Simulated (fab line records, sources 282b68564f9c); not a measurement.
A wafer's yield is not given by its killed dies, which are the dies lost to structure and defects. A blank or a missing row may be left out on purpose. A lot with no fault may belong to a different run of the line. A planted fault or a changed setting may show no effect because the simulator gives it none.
Comparing a struck lot with a sound one ; flow rit-cmos ; 20 steps out of a route of 202
Sound: the wafers L340.2, L340.5, L340.6. The struck wafers were L346.4, L346.5, L346.6. The cause is given at the end.
For every step that has rows: the tool of each side, followed by ch and its chambers, followed by its first start. Under that, the readings that differ: sound wafers ; struck wafers ; difference of the means ; sigmas: that difference in standard deviations of wafers without a fault.
alike: words and numbers the same on both sides, and readings whose means are apart by under 2 such deviations; not compared: readings that were withheld, readings missing a value for some wafer, numbers with overlapping values and no deviation given by the record, and bounds like >300 which may hide the same value.
The two part at a step that has a row with sigmas, a row that says differs or no value, or rows on one side only. Numbers that have no deviation but don't overlap get no sigmas and don't part them. Lack of a reading on every wafer of one side parts them only where that side has two or more wafers.

first, 2 steps without rows for these wafers: RIT_NWELL_HARDBAKE_07 (time 120 s); RIT_NWELL_IMPLANT_08.
RIT_NWELL_STRIP_09: strips in O2, time 180 s.
  sound on plasma-asher-04 ch 0,1, day 2 05:27; struck on plasma-asher-03 ch 0,1, day 3 08:48
  alike: drypump-motor-current-A
  not compared: rf-hours-counter-h
RIT_NWELL_TW_MEAS_10:
  sound: film-metro-03 at day 2 05:38; struck: film-metro-01 at day 3 08:57
reading;sound;struck;difference;sigmas
NWELL_TW;2191 2177 2195;2115 2102 2112;-78;-2
then, 6 steps without rows for these wafers: RIT_PWELL_HMDS_00 (prime time 60 s); RIT_PWELL_COAT_01 (resist thk 1300 nm); RIT_PWELL_SOFTBAKE_02 (time 59.02 s); RIT_PWELL_EXPOSE_03 (exposes mask M3, target cd 43700 nm); RIT_PWELL_PEB_04; RIT_PWELL_DEVELOP_05 (develop time 68 s).
RIT_PWELL_OVL_MEAS_06:
  sound: overlay-01 at day 2 06:42; struck: overlay-02 at day 3 09:52
  alike: PWELL_OVL
then, 1 step without rows for these wafers: RIT_PWELL_HARDBAKE_07 (time 120 s).
RIT_PWELL_IMPLANT_08:
  sound on implanter-03 ch 0, day 2 07:00; struck on implanter-04 ch 0, day 3 10:13
reading;sound;struck;difference;sigmas
beam-on-s (s);9.78 10.27 10.34;9.06 8.85 9.03;-1.15;-5
faraday-current-uA;228 216 216;244 251 245;+27;+6
RIT_PWELL_STRIP_09: strips in O2, time 180 s.
  sound on plasma-asher-02 ch 0,1, day 2 07:08; struck on plasma-asher-01 ch 0,1, day 3 10:21
  alike: drypump-motor-current-A
  not compared: rf-hours-counter-h
RIT_PWELL_TW_MEAS_10:
  sound: film-metro-01 at day 2 07:19; struck: film-metro-03 at day 3 10:30
  alike: PWELL_TW
then, 1 step without rows for these wafers: RIT_WELLDRIVE_ANNEAL_00 (time 14700 s).
RIT_WELLDRIVE_RS_MEAS_01: measures by four-point-probe.
  sound: film-metro-04 at day 2 12:39; struck: film-metro-03 at day 3 15:50
  alike: NWELL_RS
RIT_WELLDRIVE_RS_MEAS_02: measures by four-point-probe.
  sound: film-metro-04 at day 2 12:46; struck: film-metro-03 at day 3 15:58
reading;sound;struck;difference;sigmas
PWELL_RS (ohm/sq);429.7 430.1 429.3;459.8 460.6 460.2;+30.5;+28
then, 1 step without rows for these wafers: RIT_NRETRO_HMDS_00 (prime time 60 s).
RIT_M1_PROBE_99:
  sound: prober-01 at day 3 18:38; struck: prober-01 at day 4 21:23
reading;sound;struck;difference;sigmas
model.etest.nmos_0p3.r-on-ohm-um;2182 2176 2130;2051 2056 2090;-97;
model.etest.pwell-pinched.rs-ohm-sq;457.9 459.2 458.1;480.3 480.4 480.9;+22.1;
model.etest.pwell.rs-ohm-sq;417.1 417.4 415.3;444.6 445.5 442.2;+27.5;
model.etest.nmos-turned.drive-ua-um;319.6 327.7 335.1;351 349.6 346.8;+22;
model.etest.nmos_0p15.drive-ua-um;455.3 465.8 482.3;498 501 501;+32;
model.etest.nmos_0p3.drive-ua-um;224.6 228.8 231.8;239.8 241.9 241.4;+12.6;
model.etest.nmos-narrow.drive-ua-um;219.6 221.8 228.8;231.4 231.8 234.6;+9.2;
model.etest.well-edge-right.line-ohm-um;183.3 180.7 183.4;180.6 176.4 179.8;-3.5;
  alike: killed-at-contacts, killed-at-front-end, killed-dies, killed-open, killed-short

== WHERE THEY PART ==
Earliest at RIT_NWELL_TW_MEAS_10; latest, in this record, at RIT_WELLDRIVE_RS_MEAS_02. Later steps at which nothing parts them and some readings are alike: RIT_M1_PROBE_99.

WHY: what had been put in by the simulator
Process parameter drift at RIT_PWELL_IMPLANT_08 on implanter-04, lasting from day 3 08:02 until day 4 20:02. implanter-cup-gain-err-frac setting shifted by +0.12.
